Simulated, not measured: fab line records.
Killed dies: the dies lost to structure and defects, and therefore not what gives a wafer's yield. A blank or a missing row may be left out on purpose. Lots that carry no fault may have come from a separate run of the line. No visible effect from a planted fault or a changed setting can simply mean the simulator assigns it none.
fab line records :: flow berkeleyCmos170
[record]
  lots = 7
  wafers = 21
  lastDay = 13
route steps=331 shown M1@253 V1@254
lots that met no fault: taken from a fault-free run of the same line
startH: start of the lot's first displayed wafer, in hours after the record's first day :: waitH: hours from the lot's prior step to this one :: " same as the row above :: L1.1+2: a row that stands for several wafers :: - no value, or no start was given :: * or withheld: withheld :: < > ~ a bound
route shown NAME@n: NAME is a module with steps in the file, n the number in the route of the first one :: usual: mean/standard deviation taken from wafers without a fault :: same: alike in all rows :: chamber/n: place in a boat :: sites: readings site by site :: _std_site: standard deviation across them :: _edge_site: outer sites' mean less inner sites' :: radiusMm: how far each site lies from the wafer's centre :: mask NAME#n: copy n :: behind: tool/chamber where the wafer was last shaped :: hold: cause of the lot's hold/its duration in hours/its outcome :: device: which transistor (n, p or np) failed to switch :: end of line: at the end of the route, the tests of the same wafers :: step lacking rows: just its recipe :: killed: dies lost to structure and defects at the first sort, not the wafer's yield :: map: per-die view of a wafer (x killed, . not killed, _ where there is no die)
set.NAME: the run value of the setting; set.NAME@STEP: its run value at that earlier step :: model.NAME: the simulator's own value behind a step, which no gauge read
lots seen at some steps along the route; tables by step, rows by wafer
services: the hour from which a tool's chamber was out of use, counted from the record's first day as startH (under 0 if before that day), plus the number of hours and why
[[steps]]
[step UCB170_M1_ANNEAL_14]
[recipe]
  tempC = 400
  timeS = 1200
  ambient = formingGas
[step UCB170_V1_CVD_00]
[recipe]
  material = SiO2
  targetThkNm = 2000
  tempC = 390
  precursor = TEOS/O2
  timeS = 250
  rfW = 550
  pressureMtorr = 9000
[usual]
  heaterPowerW = 244/51
lot.wafer: L705.3
tool: pecvd-02
chamber: 1
startH: 182.31
waitH: 0.0
heaterPowerW: 302

lot.wafer: L705.5
tool: pecvd-02
chamber: 2
startH: 182.31
waitH: 0.0
heaterPowerW: 201

lot.wafer: L705.6
tool: pecvd-02
chamber: 0
startH: 182.31
waitH: 0.0
heaterPowerW: 194

lot.wafer: L710.2
tool: pecvd-04
chamber: 1
startH: 207.81
waitH: 0.0
heaterPowerW: 259

lot.wafer: L710.3
tool: pecvd-04
chamber: 2
startH: 207.81
waitH: 0.0
heaterPowerW: 247

lot.wafer: L710.5
tool: pecvd-04
chamber: 1
startH: 207.81
waitH: 0.0
heaterPowerW: 341

lot.wafer: L714.1
tool: pecvd-02
chamber: 2
startH: 231.08
waitH: 0.0
heaterPowerW: 285

lot.wafer: L714.2
tool: pecvd-02
chamber: 0
startH: 231.08
waitH: 0.0
heaterPowerW: 266

lot.wafer: L714.4
tool: pecvd-02
chamber: 0
startH: 231.08
waitH: 0.0
heaterPowerW: 192

lot.wafer: L716.1
tool: pecvd-03
chamber: 0
startH: 247.19
waitH: 0.0
heaterPowerW: 250

lot.wafer: L716.2
tool: pecvd-03
chamber: 1
startH: 247.19
waitH: 0.0
heaterPowerW: 204

lot.wafer: L716.5
tool: pecvd-03
chamber: 1
startH: 247.19
waitH: 0.0
heaterPowerW: 283

lot.wafer: L718.2
tool: pecvd-04
chamber: 0
startH: 248.52
waitH: 0.0
heaterPowerW: 292

lot.wafer: L718.4
tool: pecvd-04
chamber: 1
startH: 248.52
waitH: 0.0
heaterPowerW: 340

lot.wafer: L718.6
tool: pecvd-04
chamber: 0
startH: 248.52
waitH: 0.0
heaterPowerW: 277

lot.wafer: L725.2
tool: pecvd-04
chamber: 0
startH: 287.43
waitH: 0.0
heaterPowerW: 293

lot.wafer: L725.3
tool: pecvd-04
chamber: 1
startH: 287.43
waitH: 0.0
heaterPowerW: 319

lot.wafer: L725.6
tool: pecvd-04
chamber: 2
startH: 287.43
waitH: 0.0
heaterPowerW: 251

lot.wafer: L727.1
tool: pecvd-04
chamber: 2
startH: 300.44
waitH: 0.0
heaterPowerW: 253

lot.wafer: L727.3
tool: pecvd-04
chamber: 1
startH: 300.44
waitH: 0.0
heaterPowerW: 249

lot.wafer: L727.5
tool: pecvd-04
chamber: 2
startH: 300.44
waitH: 0.0
heaterPowerW: 252
[step UCB170_V1_THK_MEAS_01]
[recipe]
  reads = SiO2_of_V1_CVD_00
[usual]
  V1_TEOS_THK = 1992/23
lot.wafer: L705.3
tool: filmMetro-02
chamber: -
startH: 182.48
waitH: 0.1
V1_TEOS_THK[nm]: 1960

lot.wafer: L705.5
tool: filmMetro-02
chamber: -
startH: 182.48
waitH: 0.1
V1_TEOS_THK[nm]: 1991

lot.wafer: L705.6
tool: filmMetro-02
chamber: -
startH: 182.48
waitH: 0.1
V1_TEOS_THK[nm]: 1978

lot.wafer: L710.2
tool: filmMetro-04
chamber: -
startH: 207.97
waitH: 0.1
V1_TEOS_THK[nm]: 1947

lot.wafer: L710.3
tool: filmMetro-04
chamber: -
startH: 207.97
waitH: 0.1
V1_TEOS_THK[nm]: 1976

lot.wafer: L710.5
tool: filmMetro-04
chamber: -
startH: 207.97
waitH: 0.1
V1_TEOS_THK[nm]: 1989

lot.wafer: L714.1
tool: filmMetro-02
chamber: -
startH: 231.24
waitH: 0.1
V1_TEOS_THK[nm]: 1964

lot.wafer: L714.2
tool: filmMetro-02
chamber: -
startH: 231.24
waitH: 0.1
V1_TEOS_THK[nm]: 1976

lot.wafer: L714.4
tool: filmMetro-02
chamber: -
startH: 231.24
waitH: 0.1
V1_TEOS_THK[nm]: 1986

lot.wafer: L716.1
tool: filmMetro-03
chamber: -
startH: 247.34
waitH: 0.1
V1_TEOS_THK[nm]: 1995

lot.wafer: L716.2
tool: filmMetro-03
chamber: -
startH: 247.34
waitH: 0.1
V1_TEOS_THK[nm]: 1977

lot.wafer: L716.5
tool: filmMetro-03
chamber: -
startH: 247.34
waitH: 0.1
V1_TEOS_THK[nm]: 2044

lot.wafer: L718.2
tool: filmMetro-04
chamber: -
startH: 248.76
waitH: 0.2
V1_TEOS_THK[nm]: 1987

lot.wafer: L718.4
tool: filmMetro-04
chamber: -
startH: 248.76
waitH: 0.2
V1_TEOS_THK[nm]: 2008

lot.wafer: L718.6
tool: filmMetro-04
chamber: -
startH: 248.76
waitH: 0.2
V1_TEOS_THK[nm]: 2010

lot.wafer: L725.2
tool: filmMetro-04
chamber: -
startH: 287.60
waitH: 0.1
V1_TEOS_THK[nm]: 2000

lot.wafer: L725.3
tool: filmMetro-04
chamber: -
startH: 287.60
waitH: 0.1
V1_TEOS_THK[nm]: 1974

lot.wafer: L725.6
tool: filmMetro-04
chamber: -
startH: 287.60
waitH: 0.1
V1_TEOS_THK[nm]: 2019

lot.wafer: L727.1
tool: filmMetro-02
chamber: -
startH: 300.70
waitH: 0.2
V1_TEOS_THK[nm]: 1961

lot.wafer: L727.3
tool: filmMetro-02
chamber: -
startH: 300.70
waitH: 0.2
V1_TEOS_THK[nm]: 2028

lot.wafer: L727.5
tool: filmMetro-02
chamber: -
startH: 300.70
waitH: 0.2
V1_TEOS_THK[nm]: 1997
[step UCB170_V1_CMP_02]
[recipe]
  material = SiO2
  downForcePsi = 6
  platenRpm = 60
  padVelocityMS = 0.75398
[usual]
  motorCurrentA = 16.1/1.8
  platenRpm = 60.00/0.041
  retainingRingPressureFrac = 1.000/0.0048
lot.wafer: L705.3
tool: cmp-02
chamber: 2
startH: 182.57
waitH: 0.1
motorCurrentA: 15.5
platenRpm: 60.07
retainingRingPressureFrac: 1.006

lot.wafer: L705.5
tool: cmp-02
chamber: 1
startH: 182.57
waitH: 0.1
motorCurrentA: 18.9
platenRpm: 60.05
retainingRingPressureFrac: 0.996

lot.wafer: L705.6
tool: cmp-02
chamber: 2
startH: 182.57
waitH: 0.1
motorCurrentA: 15.7
platenRpm: 59.97
retainingRingPressureFrac: 1.006

lot.wafer: L710.2
tool: cmp-01
chamber: 3
startH: 208.07
waitH: 0.1
motorCurrentA: 15.7
platenRpm: 60.01
retainingRingPressureFrac: 0.997

lot.wafer: L710.3
tool: cmp-01
chamber: 1
startH: 208.07
waitH: 0.1
motorCurrentA: 16.6
platenRpm: 60.02
retainingRingPressureFrac: 0.998

lot.wafer: L710.5
tool: cmp-01
chamber: 3
startH: 208.07
waitH: 0.1
motorCurrentA: 15.6
platenRpm: 60.03
retainingRingPressureFrac: 1.003

lot.wafer: L714.2
tool: cmp-01
chamber: 3
startH: 231.30
waitH: 0.0
motorCurrentA: 15.8
platenRpm: 60.00
retainingRingPressureFrac: 1.004

lot.wafer: L714.1
tool: cmp-01
chamber: 0
startH: 231.30
waitH: 0.0
motorCurrentA: 16.5
platenRpm: 60.00
retainingRingPressureFrac: 1.004

lot.wafer: L714.4
tool: cmp-01
chamber: 2
startH: 231.30
waitH: 0.0
motorCurrentA: 18.7
platenRpm: 60.04
retainingRingPressureFrac: 1.012

lot.wafer: L716.1
tool: cmp-02
chamber: 0
startH: 247.45
waitH: 0.1
motorCurrentA: 12.3
platenRpm: 59.99
retainingRingPressureFrac: 1.000

lot.wafer: L716.2
tool: cmp-02
chamber: 1
startH: 247.45
waitH: 0.1
motorCurrentA: 17.9
platenRpm: 59.97
retainingRingPressureFrac: 0.998

lot.wafer: L716.5
tool: cmp-02
chamber: 0
startH: 247.45
waitH: 0.1
motorCurrentA: 12.2
platenRpm: 59.99
retainingRingPressureFrac: 1.000

lot.wafer: L718.2
tool: cmp-01
chamber: 0
startH: 248.86
waitH: 0.1
motorCurrentA: 16.4
platenRpm: 60.02
retainingRingPressureFrac: 1.002

lot.wafer: L718.4
tool: cmp-01
chamber: 1
startH: 248.86
waitH: 0.1
motorCurrentA: 15.5
platenRpm: 59.99
retainingRingPressureFrac: 1.004

lot.wafer: L718.6
tool: cmp-01
chamber: 0
startH: 248.86
waitH: 0.1
motorCurrentA: 15.8
platenRpm: 60.02
retainingRingPressureFrac: 0.999

lot.wafer: L725.2
tool: cmp-01
chamber: 3
startH: 287.95
waitH: 0.3
motorCurrentA: 17.1
platenRpm: 59.98
retainingRingPressureFrac: 1.002

lot.wafer: L725.3
tool: cmp-01
chamber: 2
startH: 287.95
waitH: 0.3
motorCurrentA: 17.6
platenRpm: 59.97
retainingRingPressureFrac: 0.991

lot.wafer: L725.6
tool: cmp-01
chamber: 0
startH: 287.95
waitH: 0.3
motorCurrentA: 15.5
platenRpm: 60.01
retainingRingPressureFrac: 1.001

lot.wafer: L727.1
tool: cmp-01
chamber: 1
startH: 300.81
waitH: 0.1
motorCurrentA: 16.6
platenRpm: 60.03
retainingRingPressureFrac: 0.995

lot.wafer: L727.3
tool: cmp-01
chamber: 2
startH: 300.81
waitH: 0.1
motorCurrentA: 18.1
platenRpm: 60.03
retainingRingPressureFrac: 1.001

lot.wafer: L727.5
tool: cmp-01
chamber: 0
startH: 300.81
waitH: 0.1
motorCurrentA: 15.5
platenRpm: 59.98
retainingRingPressureFrac: 0.996
[step UCB170_V1_BOW_MEAS_03]
[recipe]
  mode = bow
[usual]
  V1_BOW = 18/7.4
lot.wafer: L705.3
tool: filmMetro-03
chamber: -
startH: 182.86
waitH: 0.2
V1_BOW[um]: 10

lot.wafer: L705.5
tool: filmMetro-03
chamber: -
startH: 182.86
waitH: 0.2
V1_BOW[um]: 27

lot.wafer: L705.6
tool: filmMetro-03
chamber: -
startH: 182.86
waitH: 0.2
V1_BOW[um]: -2

lot.wafer: L710.2
tool: filmMetro-03
chamber: -
startH: 208.34
waitH: 0.2
V1_BOW[um]: 25

lot.wafer: L710.3
tool: filmMetro-03
chamber: -
startH: 208.34
waitH: 0.2
V1_BOW[um]: 26

lot.wafer: L710.5
tool: filmMetro-03
chamber: -
startH: 208.34
waitH: 0.2
V1_BOW[um]: 12

lot.wafer: L714.1
tool: filmMetro-04
chamber: -
startH: 231.60
waitH: 0.2
V1_BOW[um]: 16

lot.wafer: L714.2
tool: filmMetro-04
chamber: -
startH: 231.60
waitH: 0.2
V1_BOW[um]: 17

lot.wafer: L714.4
tool: filmMetro-04
chamber: -
startH: 231.60
waitH: 0.2
V1_BOW[um]: 35

lot.wafer: L716.1
tool: filmMetro-04
chamber: -
startH: 247.70
waitH: 0.2
V1_BOW[um]: 20

lot.wafer: L716.2
tool: filmMetro-04
chamber: -
startH: 247.70
waitH: 0.2
V1_BOW[um]: 19

lot.wafer: L716.5
tool: filmMetro-04
chamber: -
startH: 247.70
waitH: 0.2
V1_BOW[um]: 15

lot.wafer: L718.2
tool: filmMetro-02
chamber: -
startH: 249.13
waitH: 0.2
V1_BOW[um]: 25

lot.wafer: L718.4
tool: filmMetro-02
chamber: -
startH: 249.13
waitH: 0.2
V1_BOW[um]: 12

lot.wafer: L718.6
tool: filmMetro-02
chamber: -
startH: 249.13
waitH: 0.2
V1_BOW[um]: 19

lot.wafer: L725.2
tool: filmMetro-03
chamber: -
startH: 288.27
waitH: 0.3
V1_BOW[um]: 20

lot.wafer: L725.3
tool: filmMetro-03
chamber: -
startH: 288.27
waitH: 0.3
V1_BOW[um]: 30

lot.wafer: L725.6
tool: filmMetro-03
chamber: -
startH: 288.27
waitH: 0.3
V1_BOW[um]: 21

lot.wafer: L727.1
tool: filmMetro-03
chamber: -
startH: 301.06
waitH: 0.2
V1_BOW[um]: 16

lot.wafer: L727.3
tool: filmMetro-03
chamber: -
startH: 301.06
waitH: 0.2
V1_BOW[um]: 19

lot.wafer: L727.5
tool: filmMetro-03
chamber: -
startH: 301.06
waitH: 0.2
V1_BOW[um]: 24
[step UCB170_V1_THK_MEAS_04]
[recipe]
  reads = SiO2_of_V1_CVD_00
[usual]
  V1_POLISHED_THK = 999.9/1.1
lot.wafer: L705.3
tool: filmMetro-03
chamber: -
startH: 182.96
waitH: 0.1
V1_POLISHED_THK[nm]: 1002.6

lot.wafer: L705.5
tool: filmMetro-03
chamber: -
startH: 182.96
waitH: 0.1
V1_POLISHED_THK[nm]: 999.3

lot.wafer: L705.6
tool: filmMetro-03
chamber: -
startH: 182.96
waitH: 0.1
V1_POLISHED_THK[nm]: 1000.3

lot.wafer: L710.2
tool: filmMetro-03
chamber: -
startH: 208.45
waitH: 0.1
V1_POLISHED_THK[nm]: 999.9

lot.wafer: L710.3
tool: filmMetro-03
chamber: -
startH: 208.45
waitH: 0.1
V1_POLISHED_THK[nm]: 1001.3

lot.wafer: L710.5
tool: filmMetro-03
chamber: -
startH: 208.45
waitH: 0.1
V1_POLISHED_THK[nm]: 999.5

lot.wafer: L714.1
tool: filmMetro-04
chamber: -
startH: 231.72
waitH: 0.1
V1_POLISHED_THK[nm]: 999.0

lot.wafer: L714.2
tool: filmMetro-04
chamber: -
startH: 231.72
waitH: 0.1
V1_POLISHED_THK[nm]: 1001.0

lot.wafer: L714.4
tool: filmMetro-04
chamber: -
startH: 231.72
waitH: 0.1
V1_POLISHED_THK[nm]: 999.6

lot.wafer: L716.1
tool: filmMetro-04
chamber: -
startH: 247.82
waitH: 0.1
V1_POLISHED_THK[nm]: 1000.5

lot.wafer: L716.2
tool: filmMetro-04
chamber: -
startH: 247.82
waitH: 0.1
V1_POLISHED_THK[nm]: 1001.1

lot.wafer: L716.5
tool: filmMetro-04
chamber: -
startH: 247.82
waitH: 0.1
V1_POLISHED_THK[nm]: 998.7

lot.wafer: L718.2
tool: filmMetro-02
chamber: -
startH: 249.24
waitH: 0.1
V1_POLISHED_THK[nm]: 1000.4

lot.wafer: L718.4
tool: filmMetro-02
chamber: -
startH: 249.24
waitH: 0.1
V1_POLISHED_THK[nm]: 999.0

lot.wafer: L718.6
tool: filmMetro-02
chamber: -
startH: 249.24
waitH: 0.1
V1_POLISHED_THK[nm]: 998.8

lot.wafer: L725.2
tool: filmMetro-03
chamber: -
startH: 288.38
waitH: 0.1
V1_POLISHED_THK[nm]: 1001.9

lot.wafer: L725.3
tool: filmMetro-03
chamber: -
startH: 288.38
waitH: 0.1
V1_POLISHED_THK[nm]: 1000.8

lot.wafer: L725.6
tool: filmMetro-03
chamber: -
startH: 288.38
waitH: 0.1
V1_POLISHED_THK[nm]: 1000.1

lot.wafer: L727.1
tool: filmMetro-03
chamber: -
startH: 301.18
waitH: 0.1
V1_POLISHED_THK[nm]: 1001.3

lot.wafer: L727.3
tool: filmMetro-03
chamber: -
startH: 301.18
waitH: 0.1
V1_POLISHED_THK[nm]: 999.4

lot.wafer: L727.5
tool: filmMetro-03
chamber: -
startH: 301.18
waitH: 0.1
V1_POLISHED_THK[nm]: 999.8
[step UCB170_V1_CLEAN_05]
[recipe]
  chemistry = DIW
[step UCB170_V1_HMDS_06]
[recipe]
  primeTimeS = 60
  primeTempC = 100
[step UCB170_V1_COAT_07]
[recipe]
  resist = KrF
  spinRpm = 1500
  resistThkNm = 900
[step UCB170_V1_SOFTBAKE_08]
[recipe]
  resist = KrF
  tempC = 130
  timeS = 60
[step UCB170_V1_EXPOSE_09]
[recipe]
  maskId = VIA1
  targetCdNm = 700
  na = 0.5
  sigmaOuter = 0.6
  sourceShape = conventional
  doseMj = 37
[step UCB170_V1_PEB_10]
[recipe]
  pebTempC = 130
  pebTimeS = withheld
  resist = KrF
[step UCB170_V1_DEVELOP_11]
[recipe]
  developer = TMAH
  developTimeS = 45
  resist = KrF
  devTempC = 21
[usual]
  chillPlateTempC = 22.99/0.1
  developTimeS = 45/0
  exhaustPa = 45.0/0.9
lot.wafer: L705.3
tool: lithoTrack-01
chamber: 0
startH: 184
waitH: -
chillPlateTempC: 22.97
developTimeS: 45
exhaustPa: 44.5
model.KrF_of_V1_COAT_07.thkNm: 883.2

lot.wafer: L705.5
tool: lithoTrack-01
chamber: 0
startH: 184
waitH: -
chillPlateTempC: 22.91
developTimeS: 45
exhaustPa: 44.9
model.KrF_of_V1_COAT_07.thkNm: 881.2

lot.wafer: L705.6
tool: lithoTrack-01
chamber: 0
startH: 184
waitH: -
chillPlateTempC: 22.90
developTimeS: 45
exhaustPa: 42.9
model.KrF_of_V1_COAT_07.thkNm: 881.3

lot.wafer: L710.2
tool: lithoTrack-04
chamber: 0
startH: 209
waitH: -
chillPlateTempC: 23.02
developTimeS: 45
exhaustPa: 45.4
model.KrF_of_V1_COAT_07.thkNm: 888.7

lot.wafer: L710.3
tool: lithoTrack-04
chamber: 0
startH: 209
waitH: -
chillPlateTempC: 22.83
developTimeS: 45
exhaustPa: 45.0
model.KrF_of_V1_COAT_07.thkNm: 888.7

lot.wafer: L710.5
tool: lithoTrack-04
chamber: 0
startH: 209
waitH: -
chillPlateTempC: 22.98
developTimeS: 45
exhaustPa: 45.5
model.KrF_of_V1_COAT_07.thkNm: 886.6

lot.wafer: L714.1
tool: lithoTrack-01
chamber: -
startH: 236
waitH: -
chillPlateTempC: -
developTimeS: -
exhaustPa: -
model.KrF_of_V1_COAT_07.thkNm: 895.6

lot.wafer: L714.2
tool: lithoTrack-01
chamber: -
startH: 236
waitH: -
chillPlateTempC: -
developTimeS: -
exhaustPa: -
model.KrF_of_V1_COAT_07.thkNm: 900

lot.wafer: L714.4
tool: lithoTrack-01
chamber: -
startH: 236
waitH: -
chillPlateTempC: -
developTimeS: -
exhaustPa: -
model.KrF_of_V1_COAT_07.thkNm: 901.8

lot.wafer: L716.1
tool: lithoTrack-03
chamber: -
startH: 248
waitH: -
chillPlateTempC: -
developTimeS: -
exhaustPa: -
model.KrF_of_V1_COAT_07.thkNm: 898.5

lot.wafer: L716.2
tool: lithoTrack-03
chamber: -
startH: 248
waitH: -
chillPlateTempC: -
developTimeS: -
exhaustPa: -
model.KrF_of_V1_COAT_07.thkNm: 899.9

lot.wafer: L716.5
tool: lithoTrack-03
chamber: -
startH: 248
waitH: -
chillPlateTempC: -
developTimeS: -
exhaustPa: -
model.KrF_of_V1_COAT_07.thkNm: 898.9

lot.wafer: L718.2
tool: lithoTrack-04
chamber: -
startH: 250
waitH: -
chillPlateTempC: -
developTimeS: -
exhaustPa: -
model.KrF_of_V1_COAT_07.thkNm: 899.5

lot.wafer: L718.4
tool: lithoTrack-04
chamber: -
startH: 250
waitH: -
chillPlateTempC: -
developTimeS: -
exhaustPa: -
model.KrF_of_V1_COAT_07.thkNm: 898.8

lot.wafer: L718.6
tool: lithoTrack-04
chamber: -
startH: 250
waitH: -
chillPlateTempC: -
developTimeS: -
exhaustPa: -
model.KrF_of_V1_COAT_07.thkNm: 897.3

lot.wafer: L725.2
tool: lithoTrack-01
chamber: 0
startH: 289
waitH: -
chillPlateTempC: 23.05
developTimeS: 45
exhaustPa: 44.6
model.KrF_of_V1_COAT_07.thkNm: 884.2

lot.wafer: L725.3
tool: lithoTrack-01
chamber: 0
startH: 289
waitH: -
chillPlateTempC: 22.94
developTimeS: 45
exhaustPa: 45.5
model.KrF_of_V1_COAT_07.thkNm: 884.1

lot.wafer: L725.6
tool: lithoTrack-01
chamber: 0
startH: 289
waitH: -
chillPlateTempC: 22.95
developTimeS: 45
exhaustPa: 44.7
model.KrF_of_V1_COAT_07.thkNm: 884

lot.wafer: L727.1
tool: lithoTrack-01
chamber: 0
startH: 303
waitH: -
chillPlateTempC: 23.08
developTimeS: 45
exhaustPa: 44.5
model.KrF_of_V1_COAT_07.thkNm: 884.7

lot.wafer: L727.3
tool: lithoTrack-01
chamber: 0
startH: 303
waitH: -
chillPlateTempC: 22.96
developTimeS: 45
exhaustPa: 45.7
model.KrF_of_V1_COAT_07.thkNm: 882.8

lot.wafer: L727.5
tool: lithoTrack-01
chamber: 0
startH: 303
waitH: -
chillPlateTempC: 23.03
developTimeS: 45
exhaustPa: 44.0
model.KrF_of_V1_COAT_07.thkNm: 881.5
[step UCB170_V1_CD_MEAS_12]
[recipe]
  targetCdNm = 700
[usual]
  cdNm = 699.7/1.4
lot.wafer: L705.3
tool: cdSem-01
chamber: -
startH: 184.18
waitH: -
cdNm: 698.9

lot.wafer: L705.5
tool: cdSem-01
chamber: -
startH: 184.18
waitH: -
cdNm: 700.0

lot.wafer: L705.6
tool: cdSem-01
chamber: -
startH: 184.18
waitH: -
cdNm: 699.2

lot.wafer: L710.2
tool: cdSem-02
chamber: -
startH: 209.78
waitH: -
cdNm: 698.9

lot.wafer: L710.3
tool: cdSem-02
chamber: -
startH: 209.78
waitH: -
cdNm: 699.8

lot.wafer: L710.5
tool: cdSem-02
chamber: -
startH: 209.78
waitH: -
cdNm: 700.5

lot.wafer: L714.1
tool: cdSem-02
chamber: -
startH: 236.76
waitH: -
cdNm: -

lot.wafer: L714.2
tool: cdSem-02
chamber: -
startH: 236.76
waitH: -
cdNm: -

lot.wafer: L714.4
tool: cdSem-02
chamber: -
startH: 236.76
waitH: -
cdNm: -

lot.wafer: L716.1
tool: cdSem-02
chamber: -
startH: 248.95
waitH: -
cdNm: -

lot.wafer: L716.2
tool: cdSem-02
chamber: -
startH: 248.95
waitH: -
cdNm: -

lot.wafer: L716.5
tool: cdSem-02
chamber: -
startH: 248.95
waitH: -
cdNm: -

lot.wafer: L718.2
tool: cdSem-02
chamber: -
startH: 250.56
waitH: -
cdNm: -

lot.wafer: L718.4
tool: cdSem-02
chamber: -
startH: 250.56
waitH: -
cdNm: -

lot.wafer: L718.6
tool: cdSem-02
chamber: -
startH: 250.56
waitH: -
cdNm: -

lot.wafer: L725.2
tool: cdSem-02
chamber: -
startH: 289.80
waitH: -
cdNm: 701.0

lot.wafer: L725.3
tool: cdSem-02
chamber: -
startH: 289.80
waitH: -
cdNm: 700.6

lot.wafer: L725.6
tool: cdSem-02
chamber: -
startH: 289.80
waitH: -
cdNm: 699.1

lot.wafer: L727.1
tool: cdSem-02
chamber: -
startH: 303.22
waitH: -
cdNm: 698.8

lot.wafer: L727.3
tool: cdSem-02
chamber: -
startH: 303.22
waitH: -
cdNm: 699.0

lot.wafer: L727.5
tool: cdSem-02
chamber: -
startH: 303.22
waitH: -
cdNm: 699.8
[[services]]
tool: pecvd-04
chamber: -
startH: 187.57
hours: 1.7
kind: repair

tool: cmp-02
chamber: -
startH: 195.36
hours: 0.9
kind: repair

tool: cmp-02
chamber: -
startH: 207.02
hours: 2.7
kind: repair

tool: pecvd-02
chamber: 1
startH: 211.27
hours: 5.0
kind: repair

tool: cmp-01
chamber: -
startH: 232.90
hours: 4.0
kind: pm

tool: cmp-01
chamber: -
startH: 236.90
hours: -
kind: consumableReplace:conditioner

tool: cmp-01
chamber: -
startH: 236.90
hours: -
kind: consumableReplace:pad

tool: pecvd-02
chamber: -
startH: 242.50
hours: 14.0
kind: pm

tool: pecvd-02
chamber: 0
startH: 242.50
hours: 14.0
kind: ventCycle

tool: pecvd-02
chamber: 1
startH: 242.50
hours: 14.0
kind: ventCycle

tool: pecvd-02
chamber: 2
startH: 242.50
hours: 14.0
kind: ventCycle

tool: pecvd-04
chamber: 2
startH: 242.88
hours: 8.4
kind: repair

tool: pecvd-02
chamber: 0
startH: 256.50
hours: -
kind: clean

tool: pecvd-02
chamber: 1
startH: 256.50
hours: -
kind: clean

tool: pecvd-02
chamber: 2
startH: 256.50
hours: -
kind: clean

tool: cmp-01
chamber: -
startH: 273.93
hours: 1.8
kind: repair

tool: cmp-01
chamber: -
startH: 276.55
hours: 4.0
kind: repair

tool: cmp-02
chamber: -
startH: 284.32
hours: 0.5
kind: repair

tool: pecvd-04
chamber: 0
startH: 291.77
hours: 20.4
kind: repair
[[key]]
[firstSign]
  step = UCB170_V1_DEVELOP_11
  reading = toolRecord
  direction = missing
effect none on later readings
[modelEffect]
  step = UCB170_V1_DEVELOP_11
  value = KrF_of_V1_COAT_07.thkNm
  without = 884.7
  struck = 898.9
metAt UCB170_V1_DEVELOP_11
struckWafers L714.1,L714.2,L714.4,L716.1,L716.2,L716.5,L718.2,L718.4,L718.6
laterRowsLeftOut L714.1,L714.2,L714.4,L716.1,L716.2,L716.5,L718.2,L718.4,L718.6
sortLeftOut L714.1,L714.2,L714.4,L716.1,L716.2,L716.5,L718.2,L718.4,L718.6
onsetBetween 209 236
[fault]
  kind = skippedStepWhole
  tool = lithoTrack-01,lithoTrack-03,lithoTrack-04
  chamber = -
  onsetH = 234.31
  steps = UCB170_V1_DEVELOP_11
  scope = struckLotsOnly
// sortLeftOut: the simulated sort isn't trusted on such a fault, so these wafers' sort isn't shown, and their yield isn't known
// laterRowsLeftOut: the simulator's readings of these wafers behind a module that went badly wrong aren't trusted and aren't shown, but for the sort
